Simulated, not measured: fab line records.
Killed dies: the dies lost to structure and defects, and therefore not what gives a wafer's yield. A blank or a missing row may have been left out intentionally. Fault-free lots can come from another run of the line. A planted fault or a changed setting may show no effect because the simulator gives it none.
Split-lot experiment :: flow rit_cmos :: on a route of 202 steps: 5 lots, 23 wafers read

THE SPLIT
At RIT_SPACER_ETCHBACK_05 (etches Si3N4 in SF6/CHF3, stops on SiO2, target depth 250 nm, time 240 s), the setting time_s was moved away from the recipe's 240 s on 8 of the 23 wafers read, by -14.2% to +11.3%. This setting was run at the recipe's value on the other wafers.

The split's own step is where the reading is taken.

THE READING
Si3N4_of_SPACER_CVD_03.thk_nm (the simulator's own value, which no gauge read), in nm, at RIT_SPACER_ETCHBACK_05 (etches Si3N4 in SF6/CHF3, stops on SiO2, target depth 250 nm, time 240 s). The file gives no usual value for it. Here, 15 wafers ran the recipe; their average is 195.9 nm with a standard deviation of 1.9 nm.

wafer: L074.1
tool, chamber at the split: rie_diel-03, 3
time_s as run, s: 240
against the recipe: recipe
Si3N4_of_SPACER_CVD_03.thk_nm, nm: 198.8
against lot-mates on the recipe: -

wafer: L074.3
tool, chamber at the split: rie_diel-03, 2
time_s as run, s: 205.9
against the recipe: -14.2%
Si3N4_of_SPACER_CVD_03.thk_nm, nm: 207.9
against lot-mates on the recipe: +9.5

wafer: L074.4
tool, chamber at the split: rie_diel-03, 0
time_s as run, s: 205.9
against the recipe: -14.2%
Si3N4_of_SPACER_CVD_03.thk_nm, nm: 208.9
against lot-mates on the recipe: +10.5

wafer: L074.5
tool, chamber at the split: rie_diel-03, 0
time_s as run, s: 205.9
against the recipe: -14.2%
Si3N4_of_SPACER_CVD_03.thk_nm, nm: 206.6
against lot-mates on the recipe: +8.2

wafer: L074.6
tool, chamber at the split: rie_diel-03, 3
time_s as run, s: 240
against the recipe: recipe
Si3N4_of_SPACER_CVD_03.thk_nm, nm: 198.1
against lot-mates on the recipe: -

wafer: L077.1
tool, chamber at the split: rie_diel-03, 0
time_s as run, s: 240
against the recipe: recipe
Si3N4_of_SPACER_CVD_03.thk_nm, nm: 196.6
against lot-mates on the recipe: -

wafer: L077.2
tool, chamber at the split: rie_diel-03, 2
time_s as run, s: 240
against the recipe: recipe
Si3N4_of_SPACER_CVD_03.thk_nm, nm: 195.1
against lot-mates on the recipe: -

wafer: L077.3
tool, chamber at the split: rie_diel-03, 1
time_s as run, s: 240
against the recipe: recipe
Si3N4_of_SPACER_CVD_03.thk_nm, nm: 194.6
against lot-mates on the recipe: -

wafer: L077.4
tool, chamber at the split: rie_diel-03, 3
time_s as run, s: 240
against the recipe: recipe
Si3N4_of_SPACER_CVD_03.thk_nm, nm: 195.2
against lot-mates on the recipe: -

wafer: L077.5
tool, chamber at the split: rie_diel-03, 3
time_s as run, s: 240
against the recipe: recipe
Si3N4_of_SPACER_CVD_03.thk_nm, nm: 195.1
against lot-mates on the recipe: -

wafer: L082.1
tool, chamber at the split: rie_diel-01, 2
time_s as run, s: 267
against the recipe: +11.3%
Si3N4_of_SPACER_CVD_03.thk_nm, nm: 190.9
against lot-mates on the recipe: -8.0

wafer: L082.2
tool, chamber at the split: rie_diel-01, 1
time_s as run, s: 240
against the recipe: recipe
Si3N4_of_SPACER_CVD_03.thk_nm, nm: 197.5
against lot-mates on the recipe: -

wafer: L082.3
tool, chamber at the split: rie_diel-01, 0
time_s as run, s: 267
against the recipe: +11.3%
Si3N4_of_SPACER_CVD_03.thk_nm, nm: 191.2
against lot-mates on the recipe: -7.7

wafer: L082.4
tool, chamber at the split: rie_diel-01, 3
time_s as run, s: 267
against the recipe: +11.3%
Si3N4_of_SPACER_CVD_03.thk_nm, nm: 192.3
against lot-mates on the recipe: -6.6

wafer: L082.6
tool, chamber at the split: rie_diel-01, 3
time_s as run, s: 240
against the recipe: recipe
Si3N4_of_SPACER_CVD_03.thk_nm, nm: 200.3
against lot-mates on the recipe: -

wafer: L083.1
tool, chamber at the split: rie_diel-03, 0
time_s as run, s: 240
against the recipe: recipe
Si3N4_of_SPACER_CVD_03.thk_nm, nm: 193.5
against lot-mates on the recipe: -

wafer: L083.5
tool, chamber at the split: rie_diel-03, 3
time_s as run, s: 240
against the recipe: recipe
Si3N4_of_SPACER_CVD_03.thk_nm, nm: 193.7
against lot-mates on the recipe: -

wafer: L083.6
tool, chamber at the split: rie_diel-03, 2
time_s as run, s: 240
against the recipe: recipe
Si3N4_of_SPACER_CVD_03.thk_nm, nm: 195.5
against lot-mates on the recipe: -

wafer: L085.1
tool, chamber at the split: rie_diel-03, 2
time_s as run, s: 240
against the recipe: recipe
Si3N4_of_SPACER_CVD_03.thk_nm, nm: 195.1
against lot-mates on the recipe: -

wafer: L085.2
tool, chamber at the split: rie_diel-03, 3
time_s as run, s: 240
against the recipe: recipe
Si3N4_of_SPACER_CVD_03.thk_nm, nm: 194.1
against lot-mates on the recipe: -

wafer: L085.3
tool, chamber at the split: rie_diel-03, 1
time_s as run, s: 240
against the recipe: recipe
Si3N4_of_SPACER_CVD_03.thk_nm, nm: 194.9
against lot-mates on the recipe: -

wafer: L085.4
tool, chamber at the split: rie_diel-03, 0
time_s as run, s: 254.9
against the recipe: +6.2%
Si3N4_of_SPACER_CVD_03.thk_nm, nm: 192.5
against lot-mates on the recipe: -2.2

wafer: L085.5
tool, chamber at the split: rie_diel-03, 1
time_s as run, s: 254.9
against the recipe: +6.2%
Si3N4_of_SPACER_CVD_03.thk_nm, nm: 193.8
against lot-mates on the recipe: -0.9

THE FIT
A straight line over all 23 wafers: Si3N4_of_SPACER_CVD_03.thk_nm changes by -0.653 nm for each +1% of time_s; r = -0.91; the points scatter about the line by 2.1 nm.
The same after taking each lot's own level away (the mean of its wafers on the recipe; 23 wafers): -0.63 nm for each +1%; r = -0.97; scatter 1.1 nm.
That fit puts the effect of the largest move of time_s on the reading at 9 nm.
Across the lots, their own levels run from 194.23 to 198.90 nm, a range of 2.4 times the standard deviation given above.
Hence the lot-to-lot level has little effect on the slope; both slopes agree.
Check: for one of the wafers moved furthest among these (-14.2%), held out of the fit, the line's prediction against its lot-mates is +9.08 nm. Against them it came out at +9.45 nm.

OTHER SPLITS ON THESE WAFERS
Other splits were also applied to these wafers ahead of the reading. Each is held against what the fit with the lots' levels taken away leaves over:
other split on the same wafers: RIT_NLDD_COAT_01 resist_thk_nm
wafers away from the commonest value: 10
r with Si3N4_of_SPACER_CVD_03.thk_nm (lot level and that fit taken away): +0.42

other split on the same wafers: RIT_PLDD_COAT_01 spin_rpm
wafers away from the commonest value: 9
r with Si3N4_of_SPACER_CVD_03.thk_nm (lot level and that fit taken away): -0.31

other split on the same wafers: RIT_PLDD_IMPLANT_08 energy_kev
wafers away from the commonest value: 7
r with Si3N4_of_SPACER_CVD_03.thk_nm (lot level and that fit taken away): +0.03

THE WHOLE CHAIN: every reading that the file lists as answering this split, in the file's order
step: RIT_SPACER_ETCHBACK_05
what it does: etches Si3N4 in SF6/CHF3, stops on SiO2, target depth 250 nm, time 240 s
reading: poly-Si_of_GATE_CVD_08.thk_nm (the simulator's own value, which no gauge read)
change (the file's fit): -0.671 nm for each +1% of the setting
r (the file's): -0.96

step: RIT_SPACER_ETCHBACK_05
what it does: etches Si3N4 in SF6/CHF3, stops on SiO2, target depth 250 nm, time 240 s
reading: Si3N4_of_SPACER_CVD_03.thk_nm (the simulator's own value, which no gauge read)
change (the file's fit): -0.613 nm for each +1% of the setting
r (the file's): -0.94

THE FILE'S OWN FIT
Si3N4_of_SPACER_CVD_03.thk_nm changes by -0.613 nm for each +1% of time_s, r = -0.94.
